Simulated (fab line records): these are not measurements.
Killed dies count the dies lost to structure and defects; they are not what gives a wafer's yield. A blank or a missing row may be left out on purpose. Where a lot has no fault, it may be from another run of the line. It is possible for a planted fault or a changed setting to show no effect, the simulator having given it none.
The tool behind it: which one? | flow berkeleyCmos170 | at 1 step of a route of 331, 7 lots with 21 wafers sampled

WHAT THE GAUGES SHOWED, per wafer
UCB170_PWELL_THK_MEAS_03.
lot  | measured    | on           | PWELL_OXIDE_THK (nm)
L133 | day 3 11:15 | filmMetro-04 | 26.9 26.7 26.6
L134 | day 3 11:18 | filmMetro-04 | 27.3 27.2 27.3
L137 | day 4 05:15 | filmMetro-04 | 26.3 26.1 25.9
L142 | day 5 08:55 | filmMetro-04 | 26.7 26.8 26.8
L146 | day 5 20:01 | filmMetro-02 | 25.9 26.2 26.6
L150 | day 6 22:56 | filmMetro-02 | 26.7 26.8 27.3
L155 | day 7 22:09 | filmMetro-03 | 27.1 26.6 26.9

EACH LOT AND THE TOOL THAT RAN IT (in order: tool; ch and the chambers of the sampled wafers; start)
There is no process step in the record ahead of these readings.

THE ANSWER, worked out from the rows above alone
Rule: the usual values come from the lots themselves. The widest of any qualifying gaps counts: lots, ordered by their means at a reading, are off when they make up no more than a third of the lots, leave a main group of 4 or more, and stand apart from it by 3 or more times the standard deviation of that group's means. If all means in a main group match to the digits the tables above print for the reading, that group is not used. Also off: a lot with no number at a reading for which 4 or more lots have one. Where the step has rows for the other lots, those lots are counted as sound.
Nothing can be told from this: no lot is off at any reading shown.

WHAT THE SIMULATOR HAD INSERTED
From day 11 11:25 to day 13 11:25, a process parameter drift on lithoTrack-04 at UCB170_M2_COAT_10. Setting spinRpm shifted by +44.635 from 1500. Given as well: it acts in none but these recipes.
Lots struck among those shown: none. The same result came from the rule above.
